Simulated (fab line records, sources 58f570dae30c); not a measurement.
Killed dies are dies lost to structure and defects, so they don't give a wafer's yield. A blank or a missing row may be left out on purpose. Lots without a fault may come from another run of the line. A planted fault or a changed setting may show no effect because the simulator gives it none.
fab line records | flow berkeley_cmos170
record lots=7 wafers=21 last_day=14
route steps=331 shown PLDD@150 NLDD@158
lots that met no fault: from a run of the same line without faults
start_h: hours from the record's first day to the start of the lot's first wafer shown | wait_h: hours since the lot's step before | " the same as in the row above | L1.1+2: a row that stands for several wafers | - no value, or no start given | * or withheld: withheld | < > ~ a bound
route shown NAME@n: a module of which the file shows steps, and the number in the route of the first | usual: mean/standard deviation of fault-free wafers | same: alike in all rows | chamber/n: place in a boat | sites: the reading at each site | _std_site: their standard deviation | _edge_site: outer sites' mean less inner sites' | radius_mm: how far each site lies from the wafer's centre | mask NAME#n: copy n | behind: the tool/chamber that last shaped the wafer | hold: why the lot was held/for how many hours/how that ended | device: the transistor (n, p or np) that didn't switch | end of line: the same wafers' tests at the end of the route | a step without rows: its recipe alone | killed: dies lost to structure and defects at the first sort, not the wafer's yield | map: a wafer's dies, x killed, . not, _ none there
set.NAME: the setting as run; set.NAME@STEP: as run at that earlier step | model.NAME: the simulator's own value behind a step, which no gauge read
lots at some steps of the route; a table a step, a row a wafer
services: from which hour (start_h, from the record's first day; less than 0 if before it) a tool's chamber was out of use, for how many hours, and why
## steps
# step UCB170_PLDD_DEVELOP_05
# recipe developer=TMAH develop_time_s=45 resist=KrF dev_temp_c=21
# step UCB170_PLDD_CD_MEAS_06
# recipe target_cd_nm=1200
# usual cd_nm=1199.7/1.5
# columns lot.wafer tool chamber start_h wait_h cd_nm
L745.3 cd_sem-02 - 233.63 - 1196.9
L745.4 " - " " 1194.8
L745.5 " - " " 1197.2
L747.1 cd_sem-01 - 233.87 - 1199.1
L747.2 " - " " 1201.2
L747.6 " - " " 1199.9
L746.3 cd_sem-02 - 234.39 - 1198.9
L746.4 " - " " 1197.2
L746.5 " - " " 1198.8
L750.1 cd_sem-02 - 254.04 - 1198.5
L750.4 " - " " 1199.2
L750.5 " - " " 1198.7
L749.2 cd_sem-02 - 254.63 - 1198.7
L749.4 " - " " 1196.5
L749.5 " - " " 1198.1
L757.1 cd_sem-01 - 282.63 - 1199.1
L757.2 " - " " 1200.3
L757.3 " - " " 1199.5
L756.3 cd_sem-02 - 282.82 - 1199.8
L756.4 " - " " 1200.9
L756.6 " - " " 1200.0
# step UCB170_PLDD_OVL_MEAS_07
# usual PLDD_OVL=0/4.6
# columns lot.wafer tool chamber start_h wait_h PLDD_OVL[nm]
L745.3 overlay-02 - 233.73 0.1 -4
L745.4 " - " " 4
L745.5 " - " " 0
L747.1 overlay-01 - 233.99 0.1 3
L747.2 " - " " 6
L747.6 " - " " 3
L746.3 overlay-02 - 234.48 0.1 2
L746.4 " - " " 8
L746.5 " - " " -8
L750.1 overlay-01 - 254.16 0.1 -1
L750.4 " - " " 1
L750.5 " - " " 11
L749.2 overlay-02 - 254.74 0.1 1
L749.4 " - " " -5
L749.5 " - " " -6
L757.1 overlay-01 - 282.75 0.1 -2
L757.2 " - " " 3
L757.3 " - " " -4
L756.3 overlay-02 - 282.92 0.1 1
L756.4 " - " " -2
L756.6 " - " " 4
# step UCB170_PLDD_IMPLANT_08
# recipe species=BF2 dose_cm2=5e+13 energy_kev=10 tilt_deg=7 rotation_deg=0
# step UCB170_PLDD_IMPLANT_09
# recipe species=BF2 dose_cm2=5e+13 energy_kev=10 tilt_deg=7 rotation_deg=180
# step UCB170_PLDD_STRIP_10
# recipe chemistry=O2 power_w=400 pressure_mtorr=3500 platen_temp_c=withheld o2_flow_sccm=400 overash_fraction=0.5
# usual drypump_motor_current_A=6.1/0.58 o2_flow_sccm=400.2/1.2 oes_product_au=0.735/0.0047 strip_time_to_endpoint_s=21.63/0.068
# columns lot.wafer tool chamber start_h wait_h drypump_motor_current_A o2_flow_sccm oes_product_au rf_hours_counter_h strip_time_to_endpoint_s
L745.3 plasma_asher-03 0 234.08 0.1 6.3 400.4 0.742 - 21.62
L745.4 " 1 " " 6.6 400.2 0.736 - 21.67
L745.5 " 1 " " 6.6 399.2 0.735 - 21.60
L747.1 plasma_asher-04 0 234.32 0.1 6.5 401.8 0.732 47 21.70
L747.2 " 1 " " 5.7 400.2 0.737 47 21.72
L747.6 " 0 " " 6.5 402.3 0.737 - 21.69
L746.3 plasma_asher-04 1 234.84 0.1 5.7 401.4 0.740 - 21.69
L746.4 " 0 " " 6.5 401.6 0.743 - 21.67
L746.5 " 1 " " 5.8 400.7 0.737 - 21.62
L750.1 plasma_asher-02 1 254.50 0.1 4.8 400.3 0.738 11 21.56
L750.4 " 1 " " 4.8 400.1 0.728 - 21.69
L750.5 " 0 " " 5.4 399.6 0.737 - 21.60
L749.2 plasma_asher-02 1 255.07 0.1 4.8 400.8 0.733 11 21.68
L749.4 " 0 " " 5.4 399.7 0.732 - 21.71
L749.5 " 1 " " 4.8 400.8 0.735 - 21.67
L757.1 plasma_asher-02 1 283.09 0.1 4.9 403.3 0.733 14 21.65
L757.2 " 0 " " 5.4 400.9 0.735 14 21.58
L757.3 " 1 " " 4.8 403.2 0.734 - 21.62
L756.3 plasma_asher-03 1 283.27 0.1 6.6 398.0 0.738 - 21.63
L756.4 " 0 " " 6.3 399.3 0.736 - 21.61
L756.6 " 1 " " 6.6 400.0 0.737 - 21.55
# step UCB170_PLDD_TW_MEAS_11
# usual PLDD_TW=1015/4.6
# columns lot.wafer tool chamber start_h wait_h PLDD_TW
L745.3 film_metro-01 - 234.17 0.1 1011
L745.4 " - " " 1011
L745.5 " - " " 1015
L747.1 film_metro-03 - 234.42 0.1 1017
L747.2 " - " " 1017
L747.6 " - " " 1018
L746.3 film_metro-03 - 234.92 0.1 1021
L746.4 " - " " 1018
L746.5 " - " " 1023
L750.1 film_metro-03 - 254.60 0.1 1017
L750.4 " - " " 1024
L750.5 " - " " 1016
L749.2 film_metro-01 - 255.18 0.1 1024
L749.4 " - " " 1021
L749.5 " - " " 1020
L757.1 film_metro-04 - 283.19 0.1 1023
L757.2 " - " " 1022
L757.3 " - " " 1020
L756.3 film_metro-04 - 283.36 0.1 1025
L756.4 " - " " 1021
L756.6 " - " " 1022
# step UCB170_PLDD_CLEAN_12
# recipe chemistry=SPM temp_c=120 time_s=600
# step UCB170_NLDD_HMDS_00
# recipe prime_time_s=60 prime_temp_c=100
# step UCB170_NLDD_COAT_01
# recipe resist=KrF spin_rpm=1500 resist_thk_nm=900
# step UCB170_NLDD_SOFTBAKE_02
# recipe resist=KrF temp_c=130 time_s=60
# step UCB170_NLDD_EXPOSE_03
# recipe mask_id=NSELECT na=0.5 sigma_outer=0.6 source_shape=conventional target_cd_nm=1200 dose_mj=30
# step UCB170_NLDD_PEB_04
# recipe peb_temp_c=130 peb_time_s=withheld resist=KrF
# usual chill_plate_temp_C=23.01/0.11 exhaust_pa=45.0/0.87 heater_power_total_W=56.76/0.051 plate_sensor_t_centre_C=131.41/0.011 plate_sensor_t_edge_C=131.53/0.011
# columns lot.wafer tool chamber start_h wait_h chill_plate_temp_C exhaust_pa heater_power_total_W plate_sensor_t_centre_C plate_sensor_t_edge_C
L745.3 litho_track-02 - 235.16 0.3 - - - - -
L745.4 " - " " - - - - -
L745.5 " - " " - - - - -
L747.1 litho_track-03 - 235.56 0.4 - - - - -
L747.2 " - " " - - - - -
L747.6 " - " " - - - - -
L746.3 litho_track-02 - 236.16 0.2 - - - - -
L746.4 " - " " - - - - -
L746.5 " - " " - - - - -
L750.1 litho_track-03 0 256.34 0.5 23.02 46.3 56.69 131.43 131.53
L750.4 " 0 " " 23.16 45.4 56.69 131.41 131.53
L750.5 " 0 " " 23.06 44.6 56.77 131.41 131.53
L749.2 litho_track-03 0 256.64 0.2 22.90 45.5 56.66 131.42 131.53
L749.4 " 0 " " 22.99 43.8 56.81 131.4 131.54
L749.5 " 0 " " 22.90 44.5 56.69 131.4 131.52
L757.1 litho_track-03 0 284.42 0.4 22.94 45.1 56.72 131.41 131.53
L757.2 " 0 " " 22.86 45.6 56.80 131.41 131.52
L757.3 " 0 " " 23.03 45.2 56.80 131.39 131.51
L756.3 litho_track-04 0 284.65 0.4 22.96 46.5 56.77 131.38 131.54
L756.4 " 0 " " 22.83 44.7 56.81 131.42 131.53
L756.6 " 0 " " 22.98 44.7 56.77 131.39 131.52
# step UCB170_NLDD_DEVELOP_05
# recipe developer=TMAH develop_time_s=45 resist=KrF dev_temp_c=21
## services
# columns tool chamber start_h hours kind
litho_track-02 - 212.86 - consumable_replace:filter
litho_track-03 - 226.39 - consumable_replace:filter
plasma_asher-04 - 228.77 3.1 repair
## key
first_sign step=UCB170_NLDD_PEB_04 reading=tool_record direction=missing
effect none on later readings
met_at UCB170_NLDD_PEB_04
struck_wafers L745.3,L745.4,L745.5,L746.3,L746.4,L746.5,L747.1,L747.2,L747.6
sort_left_out L745.3,L745.4,L745.5,L746.3,L746.4,L746.5,L747.1,L747.2,L747.6
tester_left_out L745,L746,L747
fault kind=skipped_step_whole tool=litho_track-02,litho_track-03 chamber=- onset_h=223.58 steps=UCB170_NLDD_PEB_04 scope=struck_lots_only
# tester_left_out: of these lots the tester's yield and bins aren't shown, on N5 and GAA mostly nor the transistor test; their killed dies are dies lost to structure and defects alone, not to doping, threshold or leakage, so they don't give the yield
# sort_left_out: the simulated sort isn't trusted on such a fault, so these wafers' sort isn't shown, and their yield isn't known
